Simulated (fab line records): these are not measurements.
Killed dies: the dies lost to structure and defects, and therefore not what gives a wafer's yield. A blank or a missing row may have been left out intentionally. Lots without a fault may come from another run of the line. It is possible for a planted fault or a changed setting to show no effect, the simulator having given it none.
Split-lot trial -- flow berkeleyCmos170 -- 23 wafers read from 5 lots, route of 331 steps

== ON THE SPLIT ==
At UCB170_START_OXIDATION_02 (target thk 20 nm, ox time 1800 s), the setting tempC was moved away from the recipe's 950 C on 15 of the 23 wafers read, by -1.9% to +2.2%. The other wafers ran this setting at the recipe's value.

No step appears in the file between the split and the reading.

== THE READING ==
START_OXIDE_THK, in nm, at UCB170_START_THK_MEAS_03. Fault-free wafers of this fab line usually give 20.0 nm, standard deviation 0.49 nm.

wafer,"tool, chamber at the split","tempC as run, C",against the recipe,"START_OXIDE_THK, nm",against lot-mates on the recipe
L075.1,"furnace-02, 0",950,recipe,19.6,-
L075.4,"furnace-02, 0",950,recipe,19.6,-
L075.6,"furnace-02, 0",950,recipe,19.6,-
L076.1,"-, -",970.8,+2.2%,24.7,no lot-mate on the recipe
L076.2,"-, -",970.8,+2.2%,24.9,no lot-mate on the recipe
L076.3,"-, -",970.8,+2.2%,24.9,no lot-mate on the recipe
L076.5,"-, -",970.8,+2.2%,24.8,no lot-mate on the recipe
L076.6,"-, -",970.8,+2.2%,24.6,no lot-mate on the recipe
L077.1,"-, -",932,-1.9%,16.3,no lot-mate on the recipe
L077.3,"-, -",932,-1.9%,16.7,no lot-mate on the recipe
L077.4,"-, -",932,-1.9%,16.5,no lot-mate on the recipe
L077.5,"-, -",932,-1.9%,16.2,no lot-mate on the recipe
L077.6,"-, -",932,-1.9%,16.4,no lot-mate on the recipe
L083.1,"-, -",963.6,+1.4%,24.0,no lot-mate on the recipe
L083.2,"-, -",963.6,+1.4%,24.1,no lot-mate on the recipe
L083.3,"-, -",963.6,+1.4%,23.7,no lot-mate on the recipe
L083.4,"-, -",963.6,+1.4%,24.1,no lot-mate on the recipe
L083.5,"-, -",963.6,+1.4%,23.6,no lot-mate on the recipe
L084.1,"-, -",950,recipe,19.5,-
L084.2,"-, -",950,recipe,19.8,-
L084.3,"-, -",950,recipe,19.8,-
L084.4,"-, -",950,recipe,19.7,-
L084.6,"-, -",950,recipe,19.8,-

THE FIT
A straight line over all 23 wafers: START_OXIDE_THK changes by +2.16 nm for each +1% of tempC; r = +0.99; the points scatter about the line by 0.5 nm.
Too few moved wafers have a lot-mate on the recipe to fit a line with each lot's own level taken away.

== THE WHOLE CHAIN: every reading that the file lists as answering this split, in the file's order ==
step,what it does,reading,change (the file's fit),r (the file's)
UCB170_START_OXIDATION_02,"target thk 20 nm, ox time 1800 s","SiO2_of_START_OXIDATION_02.thkNm (the simulator's own value, which no gauge read)",+2.15 nm for each +1% of the setting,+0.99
UCB170_START_THK_MEAS_03,,START_OXIDE_THK,+2.16 for each +1% of the setting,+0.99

== THE FILE'S OWN FIT ==
START_OXIDE_THK changes by +2.16 nm for each +1% of tempC, r = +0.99.
